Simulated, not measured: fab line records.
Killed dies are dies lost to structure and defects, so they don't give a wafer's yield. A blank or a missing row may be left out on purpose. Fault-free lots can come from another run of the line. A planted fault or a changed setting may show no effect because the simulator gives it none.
A lot that was struck, set against a sound lot :: flow berkeley cmos170 :: 16 out of 331 route steps
Sound: the wafers L695.3, L695.4, L695.5. Wafers struck: L709.3, L709.5, L709.6. The cause is given at the end.
Each step with rows lists, per side, the tool, then ch with its chambers, then its first start. Under that, the readings that differ: sound wafers :: struck wafers :: difference of the means :: sigmas: that difference in standard deviations of wafers without a fault.
alike: readings whose means differ by less than 2 such deviations, and words and numbers that are the same on both sides. not compared: withheld readings, readings that some wafer has no value for, bounds like >300 that may hide the same value, and numbers for which the record gives no deviation and whose values overlap.
Wherever a step has rows on one side only, a row that says differs or no value, or a row with sigmas, the two part there. Numbers that don't overlap but have no deviation are shown without sigmas and don't part them. A reading that every wafer of one side lacks parts them only if that side has two wafers or more.

first, 6 steps without rows for these wafers: UCB170_M2_COAT_09; UCB170_M2_COAT_10 (resist thk 900 nm); UCB170_M2_SOFTBAKE_11 (time 60 s); UCB170_M2_EXPOSE_12 (exposes mask METAL2, target cd 700 nm); UCB170_M2_PEB_13; UCB170_M2_DEVELOP_14 (develop time 45 s).
UCB170_M2_CD_MEAS_15: the cd target is 700 nm.
  sound on cd sem-02, day 7 11:46; struck on cd sem-02, day 10 12:20
  alike: cd nm
UCB170_M2_OVL_MEAS_16:
  sound on overlay-01, day 7 11:51; struck on overlay-01, day 10 12:26
  alike: M2_OVL
UCB170_M2_ETCH_17: etches BARC in N2/H2.
  sound on rie diel-02 ch 0,1,3, day 7 11:52; struck on rie diel-02 ch 0,1,3, day 10 12:27
  alike: chamber pressure mTorr, drypump motor current A, oes product au, throttle valve pct
UCB170_M2_METAL_ETCH_18: etches Al in Cl2/BCl3, stops on SiO2, target depth 1170 nm, time 195 s.
  sound on rie metal-02 ch 0, day 7 12:02; struck on rie metal-04 ch 0,1, day 10 12:34
  alike: chamber pressure mTorr, drypump motor current A, oes product au, throttle valve pct
  not compared: rf hours counter h
UCB170_M2_STRIP_19: strips in O2.
  sound on plasma asher-01 ch 0,1, day 7 12:19; struck on plasma asher-03 ch 0,1, day 10 12:43
reading: drypump motor current A (A)
sound: 6.3 6.1 6.1
struck: 5.2 5.2 5.3
difference: -0.9
sigmas: -2
  alike: chamber pressure mTorr, oes product au
  not compared: rf hours counter h
UCB170_M2_CD_MEAS_90: the cd target is 700 nm.
  sound on cd sem-01, day 7 12:26; struck on cd sem-01, day 10 12:49
  alike: cd nm
UCB170_V2_CVD_00: deposits SiO2 from TEOS/O2, target thk 2000 nm, time 250 s.
  sound on pecvd-03 ch 1,2, day 7 12:31; struck on pecvd-04 ch 0,1, day 10 12:54
reading: model.SiO2_of_V2_CVD_00.thk nm (nm)
sound: 1991 2011 2012
struck: 3679 3756 3760
difference: +1727
sigmas: 
  alike: heater power w
UCB170_V2_THK_MEAS_01:
  sound on film metro-04, day 7 12:41; struck on film metro-02, day 10 13:05
reading: V2_TEOS_THK (nm)
sound: 1991 2011 2013
struck: 3676 3758 3761
difference: +1727
sigmas: +75
UCB170_V2_CMP_02: polishes SiO2.
  sound on cmp-01 ch 0,1,3, day 7 12:47; struck on cmp-01 ch 0,1, day 10 13:07
  alike: edge zone pressure frac, motor current A
UCB170_M3_PROBE_99:
  sound wafers here have rows in the record (prober-01, day 7 19:08); struck ones have none

== WHERE THEY PART ==
Earliest at UCB170_M2_STRIP_19; latest, in this record, at UCB170_M3_PROBE_99.

WHY: what the simulator had put in
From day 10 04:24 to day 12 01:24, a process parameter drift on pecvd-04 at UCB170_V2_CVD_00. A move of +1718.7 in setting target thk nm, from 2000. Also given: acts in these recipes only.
